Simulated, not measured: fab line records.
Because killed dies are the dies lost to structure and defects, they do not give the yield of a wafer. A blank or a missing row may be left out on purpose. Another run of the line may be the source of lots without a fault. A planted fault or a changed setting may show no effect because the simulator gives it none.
Split-lot experiment    flow rit_cmos    23 wafers read across 5 lots, on a route 202 steps long

== THE SPLIT ITSELF ==
At RIT_NWELL_COAT_01 (resist thk 1300 nm), the setting resist_thk_nm was moved away from the recipe's 1300 nm on 6 of the 23 wafers read, by -3.8% to +5.9%. All remaining wafers had this setting at the recipe value.

== FROM THE SPLIT TO THE READING: what the file shows between them, 3 steps ==
- RIT_NWELL_SOFTBAKE_02: time 60 s
- RIT_NWELL_EXPOSE_03: exposes mask M2, target cd 43900 nm
- RIT_NWELL_DEVELOP_05: develop time 68 s

== THE READING ==
NOVOLAK_of_NWELL_COAT_01.thk_nm (the simulator's own value, which no gauge read), in nm, at RIT_NWELL_HARDBAKE_07 (time 120 s). There is no usual value for it anywhere in the file. The 17 wafers here that ran the recipe average 1139 nm, standard deviation 2.8 nm.

wafer   tool, chamber at the split  resist_thk_nm as run, nm  against the recipe  NOVOLAK_of_NWELL_COAT_01.thk_nm, nm  against lot-mates on the recipe
L074.1  litho_track-02, 0           1300                      recipe              1142                                 -
L074.2  litho_track-02, 0           1300                      recipe              1141                                 -
L074.4  litho_track-02, 0           1300                      recipe              1144                                 -
L074.5  litho_track-02, 0           1300                      recipe              1139                                 -
L074.6  litho_track-02, 0           1300                      recipe              1140                                 -
L078.1  litho_track-02, 0           1300                      recipe              1139                                 -
L078.2  litho_track-02, 0           1300                      recipe              1140                                 -
L078.3  litho_track-02, 0           1377                      +5.9%               1202                                 +64
L078.4  litho_track-02, 0           1300                      recipe              1136                                 -
L078.6  litho_track-02, 0           1377                      +5.9%               1208                                 +70
L079.2  litho_track-01, 0           1300                      recipe              1137                                 -
L079.3  litho_track-01, 0           1300                      recipe              1134                                 -
L079.4  litho_track-01, 0           1250                      -3.8%               1094                                 -40
L079.5  litho_track-01, 0           1250                      -3.8%               1094                                 -40
L079.6  litho_track-01, 0           1300                      recipe              1132                                 -
L084.1  litho_track-02, 0           1300                      recipe              1138                                 -
L084.4  litho_track-02, 0           1300                      recipe              1139                                 -
L084.5  litho_track-02, 0           1300                      recipe              1137                                 -
L085.2  litho_track-02, 0           1300                      recipe              1138                                 -
L085.5  litho_track-02, 0           1300                      recipe              1138                                 -
L085.3  litho_track-02, 0           1323                      +1.8%               1161                                 +22
L085.4  litho_track-02, 0           1300                      recipe              1141                                 -
L085.6  litho_track-02, 0           1323                      +1.8%               1160                                 +21

FIT RESULTS
A straight line over all 23 wafers: NOVOLAK_of_NWELL_COAT_01.thk_nm changes by +11.4 nm for each +1% of resist_thk_nm; r = +0.99; the points scatter about the line by 2.8 nm.
The same after taking each lot's own level away (the mean of its wafers on the recipe; 23 wafers): +11.1 nm for each +1%; r = +1.00; scatter 1.9 nm.
According to that fit, moving resist_thk_nm by its largest amount changes the reading by 66 nm.
Across the lots, their own levels run from 1134.3 to 1141.2 nm, a range of 2.4 times the standard deviation given above.
Consequently the slope shifts little with the lot-to-lot level, the two slopes agreeing.
Check: +67.2 nm against its lot-mates is what the line predicts for one of the wafers moved furthest among these (+5.9%) when that wafer is left out of the fit. Against them it came out at +63.7 nm.

== THESE WAFERS: OTHER SPLITS ==
These wafers also went through other splits before the reading. Each is held against what the fit with the lots' levels taken away leaves over:
other split on the same wafers        wafers away from the commonest value  r with NOVOLAK_of_NWELL_COAT_01.thk_nm (lot level and that fit taken away)
RIT_ACTIVE_OXIDATION_01 temp_c        15                                    -0.06
RIT_ACTIVE_SOFTBAKE_07 temp_c         11                                    -0.03
RIT_ACTIVE_DEVELOP_10 develop_time_s  8                                     -0.19
RIT_FOX1_OXIDATION_00 temp_c          15                                    -0.13

== THE WHOLE CHAIN: every reading that the file lists as answering this split, in the file's order ==
step                   what it does        reading                                                                           change (the file's fit)               r (the file's)
RIT_NWELL_COAT_01      resist thk 1300 nm  NOVOLAK_of_NWELL_COAT_01.thk_nm (the simulator's own value, which no gauge read)  +12.9 nm for each +1% of the setting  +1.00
RIT_NWELL_HARDBAKE_07  time 120 s          NOVOLAK_of_NWELL_COAT_01.thk_nm (the simulator's own value, which no gauge read)  +11.1 nm for each +1% of the setting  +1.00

== THE FILE'S OWN FIT ==
NOVOLAK_of_NWELL_COAT_01.thk_nm changes by +11.1 nm for each +1% of resist_thk_nm, r = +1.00.
